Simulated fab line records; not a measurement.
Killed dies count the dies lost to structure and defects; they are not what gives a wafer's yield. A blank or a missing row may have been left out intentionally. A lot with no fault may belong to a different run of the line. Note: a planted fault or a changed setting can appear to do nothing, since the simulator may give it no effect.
fab line records	flow berkeley-cmos170
[record] lots = 7	wafers = 21	last-day = 12
route steps=331 shown PLDD@156 NLDD@158
lots with no fault: from the same line, run without faults
start-h: the number of hours between the record's first day and the start of the first shown wafer of the lot	wait-h: hours since the lot's step before	" same as the row above	L1.1+2: a row that stands for several wafers	- no value present, or no start provided	* or withheld: withheld	< > ~ a bound
route shown NAME@n: a module of which the file shows steps, and the number in the route of the first	usual: mean/standard deviation taken from wafers without a fault	same: alike in all rows	chamber/n: place in a boat	sites: readings site by site	_std_site: the standard deviation of these	_edge_site: mean of outer sites minus mean of inner sites	radius-mm: how far each site lies from the wafer's centre	mask NAME#n: copy n	behind: tool/chamber where the wafer was last shaped	hold: the reason the lot was held/the length of the hold in hours/how it ended	device: whichever transistor did not switch (one of n, p or np)	end of line: at the end of the route, the tests of the same wafers	a step given without rows: its recipe and nothing more	killed: not the wafer's yield, but the dies lost to structure and defects at the first sort	map: shows each die of a wafer: x if killed, . if not, _ if none is there
set.NAME: the setting that was run; set.NAME@STEP: the one run at that earlier step	model.NAME: the simulator's own value behind a step, which no gauge read
certain route steps with their lots: each step a table, each wafer a row
[[steps]]
[step UCB170_PLDD_TW_MEAS_11]
[usual] PLDD_TW = 1008/4.9
lot.wafer	tool	chamber	start-h	wait-h	PLDD_TW
L771.1	film-metro-03	-	122.48	0.1	1016
L771.4	"	-	"	"	1014
L771.6	"	-	"	"	1010
L774.4	film-metro-01	-	137.06	0.1	1015
L774.5	"	-	"	"	1006
L774.6	"	-	"	"	1009
L782.3	film-metro-04	-	185.34	0.1	1012
L782.4	"	-	"	"	1006
L782.6	"	-	"	"	1010
L785.4	film-metro-04	-	192.35	0.1	1001
L785.5	"	-	"	"	1003
L785.6	"	-	"	"	1000
L784.1	film-metro-03	-	192.65	0.1	1019
L784.2	"	-	"	"	1016
L784.6	"	-	"	"	1018
L790.1	film-metro-01	-	227.57	0.1	1008
L790.4	"	-	"	"	1006
L790.5	"	-	"	"	1005
L791.1	film-metro-01	-	238.04	0.1	1006
L791.4	"	-	"	"	1008
L791.5	"	-	"	"	1005
[step UCB170_PLDD_CLEAN_12]
[recipe] chemistry = SPM	temp-c = 120	time-s = 600
[step UCB170_NLDD_HMDS_00]
[recipe] prime-time-s = 60	prime-temp-c = 100
[step UCB170_NLDD_COAT_01]
[recipe] resist = KrF	spin-rpm = 1500	resist-thk-nm = 900
[step UCB170_NLDD_SOFTBAKE_02]
[recipe] resist = KrF	temp-c = 130	time-s = 60
[step UCB170_NLDD_EXPOSE_03]
[recipe] mask-id = NSELECT	na = 0.5	sigma-outer = 0.6	source-shape = conventional	target-cd-nm = 1200	dose-mj = 30
[step UCB170_NLDD_PEB_04]
[recipe] peb-temp-c = 130	peb-time-s = withheld	resist = KrF
[step UCB170_NLDD_DEVELOP_05]
[recipe] developer = TMAH	develop-time-s = 45	resist = KrF	dev-temp-c = 21
[step UCB170_NLDD_CD_MEAS_06]
[recipe] target-cd-nm = 1200
[usual] cd-nm = 1200.0/1.2
lot.wafer	tool	chamber	start-h	wait-h	cd-nm
L771.1	cd-sem-02	-	124.21	-	1199.3
L771.4	"	-	"	"	1200.8
L771.6	"	-	"	"	1199.9
L774.4	cd-sem-02	-	138.57	-	1198.9
L774.5	"	-	"	"	1199.1
L774.6	"	-	"	"	1198.8
L782.3	cd-sem-01	-	186.61	-	1199.9
L782.4	"	-	"	"	1199.2
L782.6	"	-	"	"	1199.7
L785.4	cd-sem-01	-	194.21	-	1199.7
L785.5	"	-	"	"	1201.3
L785.6	"	-	"	"	1200.1
L784.1	cd-sem-02	-	194.62	-	1201.1
L784.2	"	-	"	"	1200.8
L784.6	"	-	"	"	1200.7
L790.1	cd-sem-02	-	228.84	-	1198.7
L790.4	"	-	"	"	1198.2
L790.5	"	-	"	"	1197.4
L791.1	cd-sem-02	-	239.44	-	1200.9
L791.4	"	-	"	"	1201.1
L791.5	"	-	"	"	1200.7
[step UCB170_NLDD_OVL_MEAS_07]
[usual] NLDD_OVL = -3/5.1
lot.wafer	tool	chamber	start-h	wait-h	NLDD_OVL[nm]
L771.1	overlay-02	-	124.33	0.1	-2
L771.4	"	-	"	"	-2
L771.6	"	-	"	"	-10
L774.4	overlay-02	-	138.65	0.1	3
L774.5	"	-	"	"	0
L774.6	"	-	"	"	-1
L782.3	overlay-02	-	186.70	0.1	-4
L782.4	"	-	"	"	-7
L782.6	"	-	"	"	-11
L785.4	overlay-02	-	194.28	0.1	-4
L785.5	"	-	"	"	-5
L785.6	"	-	"	"	-6
L784.1	overlay-02	-	194.74	0.1	-10
L784.2	"	-	"	"	-1
L784.6	"	-	"	"	-6
L790.1	overlay-01	-	228.96	0.1	0
L790.4	"	-	"	"	-1
L790.5	"	-	"	"	3
L791.1	overlay-01	-	239.56	0.1	-1
L791.4	"	-	"	"	1
L791.5	"	-	"	"	-1
[step UCB170_NLDD_IMPLANT_08]
[recipe] species = As	dose-cm2 = 5e+13	energy-kev = 30	tilt-deg = 7	rotation-deg = 0
[step UCB170_NLDD_IMPLANT_09]
[recipe] species = As	dose-cm2 = 5e+13	energy-kev = 30	tilt-deg = 7	rotation-deg = 180
[step UCB170_NLDD_STRIP_10]
[recipe] chemistry = O2	power-w = 400	pressure-mtorr = 3500	platen-temp-c = withheld	o2-flow-sccm = 400	overash-fraction = 0.5
[usual] chamber-pressure-mTorr = 3500/3.6	drypump-motor-current-A = 5.6/0.35	o2-flow-sccm = 399.8/1.3	oes-product-au = 0.735/0.0046	strip-time-to-endpoint-s = 21.61/0.063
lot.wafer	tool	chamber	start-h	wait-h	chamber-pressure-mTorr	drypump-motor-current-A	o2-flow-sccm	oes-product-au	rf-hours-counter-h	strip-time-to-endpoint-s	model.KrF_of_NLDD_COAT_01.thk-nm
L771.1	plasma-asher-02	0	124.67	0.1	3498	6.5	399.1	0.728	48	21.62	0
L771.4	"	0	"	"	3497	6.5	399.2	0.736	-	21.61	0
L771.6	"	0	"	"	3512	6.5	400.9	0.737	-	21.65	0
L774.4	plasma-asher-04	1	139.00	0.1	3503	5.5	396.8	0.727	-	21.60	0
L774.5	"	0	"	"	3502	5.3	400.6	0.739	-	21.64	0
L774.6	"	1	"	"	3505	5.5	397.8	0.735	-	21.55	0
L782.3	plasma-asher-02	1	187.06	0.1	-	-	-	-	-	-	886.2
L782.4	"	0	"	"	-	-	-	-	-	-	880.3
L782.6	"	0	"	"	-	-	-	-	-	-	883.1
L785.4	plasma-asher-04	1	194.64	0.1	-	-	-	-	-	-	887.7
L785.5	"	1	"	"	-	-	-	-	-	-	889.8
L785.6	"	0	"	"	-	-	-	-	-	-	888.2
L784.1	plasma-asher-02	1	195.07	0.1	-	-	-	-	-	-	885.7
L784.2	"	0	"	"	-	-	-	-	-	-	889.5
L784.6	"	0	"	"	-	-	-	-	-	-	889.9
L790.1	plasma-asher-04	1	229.30	0.1	3503	5.5	401.3	0.740	48	21.63	0
L790.4	"	1	"	"	3500	5.5	400.3	0.735	-	21.68	0
L790.5	"	1	"	"	3499	5.5	401.0	0.738	-	21.64	0
L791.1	plasma-asher-02	1	239.89	0.1	3495	5.7	401.6	0.727	61	21.70	0
L791.4	"	0	"	"	3496	6.5	399.3	0.733	-	21.73	0
L791.5	"	1	"	"	3505	5.8	400.8	0.731	-	21.66	0
[step UCB170_NLDD_TW_MEAS_11]
[usual] NLDD_TW = 2213/11
lot.wafer	tool	chamber	start-h	wait-h	NLDD_TW
L771.1	film-metro-04	-	124.77	0.1	2210
L771.4	"	-	"	"	2217
L771.6	"	-	"	"	2203
L774.4	film-metro-01	-	139.10	0.1	2219
L774.5	"	-	"	"	2216
L774.6	"	-	"	"	2213
L782.3	film-metro-04	-	187.14	0.1	2220
L782.4	"	-	"	"	2210
L782.6	"	-	"	"	2221
L785.4	film-metro-01	-	194.73	0.1	2193
L785.5	"	-	"	"	2205
L785.6	"	-	"	"	2195
L784.1	film-metro-01	-	195.17	0.1	2206
L784.2	"	-	"	"	2198
L784.6	"	-	"	"	2205
L790.1	film-metro-01	-	229.40	0.1	2207
L790.4	"	-	"	"	2206
L790.5	"	-	"	"	2216
L791.1	film-metro-04	-	239.99	0.1	2189
L791.4	"	-	"	"	2211
L791.5	"	-	"	"	2209
[[key]]
[first-sign] step = UCB170_NLDD_STRIP_10	reading = tool-record	direction = missing
effect none on later readings
[model-effect] step = UCB170_NLDD_STRIP_10	value = KrF_of_NLDD_COAT_01.thk-nm	without = 0	struck = 886.7
met-at UCB170_NLDD_STRIP_10
struck-wafers L782.3,L782.4,L782.6,L784.1,L784.2,L784.6,L785.4,L785.5,L785.6
later-rows-left-out L782.3,L782.4,L782.6,L784.1,L784.2,L784.6,L785.4,L785.5,L785.6
sort-left-out L782.3,L782.4,L782.6,L784.1,L784.2,L784.6,L785.4,L785.5,L785.6
tester-left-out L782,L784,L785
onset-between 139.00 187.06
[fault] kind = skipped-step-whole	tool = plasma-asher-02,plasma-asher-04	chamber = -	onset-h = 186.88	steps = UCB170_NLDD_STRIP_10	scope = struck-lots-only
// tester-left-out: of these lots the tester's yield and bins aren't shown, on N5 and GAA mostly nor the transistor test; their killed dies are dies lost to structure and defects alone, not to doping, threshold or leakage, so they don't give the yield
// sort-left-out: the simulated sort isn't trusted on such a fault, so these wafers' sort isn't shown, and their yield isn't known
// later-rows-left-out: the simulator's readings of these wafers behind a module that went badly wrong aren't trusted and aren't shown, but for the sort
